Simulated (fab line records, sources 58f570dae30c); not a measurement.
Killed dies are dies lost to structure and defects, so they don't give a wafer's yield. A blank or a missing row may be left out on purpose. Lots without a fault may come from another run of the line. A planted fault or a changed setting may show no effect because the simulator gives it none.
fab line records | flow berkeley_cmos170
record lots=15 wafers=45 last_day=12
route steps=331 shown START@1 PWELL@47 SCREENOX@103 PLDD@152
lots that met no fault: from a run of the same line without faults
start_h: hours from the record's first day to the start of the lot's first wafer shown | wait_h: hours since the lot's step before | " the same as in the row above | L1.1+2: a row that stands for several wafers | - no value, or no start given | * or withheld: withheld | < > ~ a bound
route shown NAME@n: a module of which the file shows steps, and the number in the route of the first | usual: mean/standard deviation of fault-free wafers | same: alike in all rows | chamber/n: place in a boat | sites: the reading at each site | _std_site: their standard deviation | _edge_site: outer sites' mean less inner sites' | radius_mm: how far each site lies from the wafer's centre | mask NAME#n: copy n | behind: the tool/chamber that last shaped the wafer | hold: why the lot was held/for how many hours/how that ended | device: the transistor (n, p or np) that didn't switch | end of line: the same wafers' tests at the end of the route | a step without rows: its recipe alone | killed: dies lost to structure and defects at the first sort, not the wafer's yield | map: a wafer's dies, x killed, . not, _ none there
set.NAME: the setting as run; set.NAME@STEP: as run at that earlier step | model.NAME: the simulator's own value behind a step, which no gauge read
steps of the route over a sample of lots; a table a step, a row a wafer
services: from which hour (start_h, from the record's first day; less than 0 if before it) a tool's chamber was out of use, for how many hours, and why
## steps
# step UCB170_START_BOW_MEAS_00
# recipe mode=bow
# usual INCOMING_BOW=0/6.6
# columns lot.wafer tool chamber start_h wait_h INCOMING_BOW[um]
L704.1 film_metro-03 - 10.00 - -5
L704.3 " - " " 5
L704.4 " - " " -8
L705.1 film_metro-03 - 15.00 - -8
L705.5 " - " " -7
L705.6 " - " " -2
L706.2 film_metro-04 - 20.02 - 0
L706.5 " - " " 1
L706.6 " - " " 10
L708.2 film_metro-01 - 30.02 - 7
L708.3 " - " " -13
L708.4 " - " " 1
L709.2 film_metro-03 - 35.02 - 1
L709.4 " - " " -4
L709.6 " - " " 9
L710.3 film_metro-01 - 40.04 - -8
L710.4 " - " " 14
L710.5 " - " " -2
L711.1 film_metro-03 - 45.00 - 0
L711.2 " - " " -7
L711.5 " - " " -2
L712.2 film_metro-01 - 50.02 - 5
L712.4 " - " " 5
L712.6 " - " " -1
L713.1 film_metro-01 - 55.00 - -8
L713.4 " - " " 9
L713.6 " - " " 3
L714.2 film_metro-03 - 60.05 - 0
L714.3 " - " " -2
L714.5 " - " " -2
L715.1 film_metro-04 - 65.00 - -8
L715.2 " - " " -6
L715.5 " - " " 1
L722.1 film_metro-01 - 100.00 - 2
L722.4 " - " " 2
L722.5 " - " " -3
L725.2 film_metro-01 - 115.02 - -1
L725.3 " - " " -3
L725.5 " - " " -2
L726.1 film_metro-03 - 120.00 - 15
L726.3 " - " " -1
L726.4 " - " " -1
L727.2 film_metro-01 - 125.02 - -1
L727.4 " - " " -9
L727.6 " - " " -4
# step UCB170_PWELL_OVL_MEAS_13
# usual PWELL_OVL=-2/5.3
# columns lot.wafer tool chamber start_h wait_h PWELL_OVL[nm]
L705.1 overlay-02 - 59.62 - -5
L705.5 " - " " -11
L705.6 " - " " -6
L704.1 overlay-01 - 59.77 - 4
L704.3 " - " " 5
L704.4 " - " " 6
L706.2 overlay-01 - 69.71 - -6
L706.5 " - " " -6
L706.6 " - " " -7
L708.2 overlay-01 - 78.78 - -1
L708.3 " - " " -12
L708.4 " - " " -2
L711.1 overlay-02 - 94.44 - 11
L711.2 " - " " -2
L711.5 " - " " -1
L709.2 overlay-01 - 95.05 - -3
L709.4 " - " " -1
L709.6 " - " " 0
L712.2 overlay-01 - 95.32 - 0
L712.4 " - " " -9
L712.6 " - " " -4
L710.3 overlay-01 - 95.50 - -2
L710.4 " - " " 12
L710.5 " - " " 3
L713.1 overlay-01 - 98.66 - 4
L713.4 " - " " 2
L713.6 " - " " 0
L715.1 overlay-01 - 111.45 - 0
L715.2 " - " " 0
L715.5 " - " " 4
L714.2 overlay-01 - 119.39 - -19
L714.3 " - " " -14
L714.5 " - " " -14
L722.1 overlay-01 - 145.20 - -5
L722.4 " - " " 1
L722.5 " - " " -3
L725.2 overlay-01 - 163.72 - -2
L725.3 " - " " 2
L725.5 " - " " 1
L726.1 overlay-02 - 176.09 - -2
L726.3 " - " " -1
L726.4 " - " " -5
L727.2 overlay-01 - 176.45 - 0
L727.4 " - " " 2
L727.6 " - " " -1
# step UCB170_SCREENOX_ANNEAL_03
# recipe temp_c=900 time_s=900 ambient=N2
# usual spike_tc_centre_C=902.4/1 spike_tc_load_C=920/4.3
# columns lot.wafer tool chamber start_h wait_h spike_tc_centre_C spike_tc_load_C
L704.1 furnace-04 0 129.47 2.9 902.5 926
L704.3 " 0 " " 901.6 925
L704.4 " 0 " " 901.8 925
L705.1 furnace-04 0 129.47 2.8 901.2 926
L705.5 " 0 " " 901.6 925
L705.6 " 0 " " 901.6 925
L706.2 furnace-04 0 139.13 6.7 902.2 926
L706.5 " 0 " " 902.4 927
L706.6 " 0 " " 904.5 925
L708.2 furnace-04 0 139.13 6.7 902.4 925
L708.3 " 0 " " 903.5 925
L708.4 " 0 " " 903.0 927
L709.2 furnace-02 0 165.71 6.5 902.7 915
L709.4 " 0 " " 902.1 916
L709.6 " 0 " " 900.7 918
L710.3 furnace-02 0 165.71 6.4 902.2 916
L710.4 " 0 " " 902.2 918
L710.5 " 0 " " 900.6 916
L711.1 furnace-02 0 165.71 6.5 902.1 917
L711.2 " 0 " " 903.8 917
L711.5 " 0 " " 902.3 917
L712.2 furnace-02 0 165.71 6.5 902.8 915
L712.4 " 0 " " 905.0 917
L712.6 " 0 " " 901.4 916
L713.1 furnace-02 0 165.71 6.4 902.3 916
L713.4 " 0 " " 902.0 916
L713.6 " 0 " " 901.0 916
L715.1 furnace-02 0 184.58 5.6 902.4 916
L715.2 " 0 " " 901.1 915
L715.5 " 0 " " 903.3 915
L714.2 furnace-01 0 194.38 2.9 902.2 922
L714.3 " 0 " " 902.6 922
L714.5 " 0 " " 902.1 922
L722.1 furnace-02 0 227.21 4.7 902.8 915
L722.4 " 0 " " 903.6 916
L722.5 " 0 " " 903.2 916
L725.2 furnace-02 - 242.33 5.4 - -
L725.3 " - " " - -
L725.5 " - " " - -
L726.1 furnace-04 - 252.38 6.1 - -
L726.3 " - " " - -
L726.4 " - " " - -
L727.2 furnace-04 - 252.38 6.1 - -
L727.4 " - " " - -
L727.6 " - " " - -
# step UCB170_PLDD_OVL_MEAS_07
# usual PLDD_OVL=-4/6.4
# columns lot.wafer tool chamber start_h wait_h PLDD_OVL[nm]
L704.1 overlay-01 - 151.15 0.1 -5
L704.3 " - " " -8
L704.4 " - " " -9
L705.1 overlay-01 - 151.63 0.1 2
L705.5 " - " " 7
L705.6 " - " " 12
L708.2 overlay-01 - 157.14 0.1 6
L708.3 " - " " 11
L708.4 " - " " 9
L706.2 overlay-02 - 157.42 0.1 1
L706.5 " - " " 4
L706.6 " - " " 4
L709.2 overlay-01 - 192.33 0.1 1
L709.4 " - " " -6
L709.6 " - " " -5
L711.1 overlay-01 - 192.60 0.1 -8
L711.2 " - " " -5
L711.5 " - " " -5
L713.1 overlay-02 - 193.34 0.1 -9
L713.4 " - " " -5
L713.6 " - " " -6
L712.2 overlay-01 - 193.61 0.1 2
L712.4 " - " " 3
L712.6 " - " " -1
L710.3 overlay-02 - 193.63 0.1 -6
L710.4 " - " " -10
L710.5 " - " " -11
L715.1 overlay-02 - 209.12 0.1 -3
L715.2 " - " " -3
L715.5 " - " " -5
L714.2 overlay-01 - 217.65 0.1 0
L714.3 " - " " 0
L714.5 " - " " 3
L722.1 overlay-02 - 249.14 0.1 -12
L722.4 " - " " -13
L722.5 " - " " -16
## services
# columns tool chamber start_h hours kind
furnace-01 - 160.47 17.0 pm
furnace-04 - 241.21 3.4 pm
furnace-01 - 248.85 5.9 repair
## key
first_sign step=UCB170_SCREENOX_ANNEAL_03 reading=tool_record direction=missing
effect none on later readings
met_at UCB170_SCREENOX_ANNEAL_03
struck_lots L725,L726,L727
later_rows_left_out L725.2,L725.3,L725.5,L726.1,L726.3,L726.4,L727.2,L727.4,L727.6
sort_left_out L725.2,L725.3,L725.5,L726.1,L726.3,L726.4,L727.2,L727.4,L727.6
tester_left_out L725,L726,L727
not_acting_at UCB170_START_BOW_MEAS_00,UCB170_PWELL_OVL_MEAS_13,UCB170_PLDD_OVL_MEAS_07
onset_between 227.21 242.33
fault kind=skipped_step_whole tool=furnace-02,furnace-04 chamber=- onset_h=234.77 steps=UCB170_SCREENOX_ANNEAL_03 scope=struck_lots_only
# tester_left_out: of these lots the tester's yield and bins aren't shown, on N5 and GAA mostly nor the transistor test; their killed dies are dies lost to structure and defects alone, not to doping, threshold or leakage, so they don't give the yield
# sort_left_out: the simulated sort isn't trusted on such a fault, so these wafers' sort isn't shown, and their yield isn't known
# later_rows_left_out: the simulator's readings of these wafers behind a module that went badly wrong aren't trusted and aren't shown, but for the sort
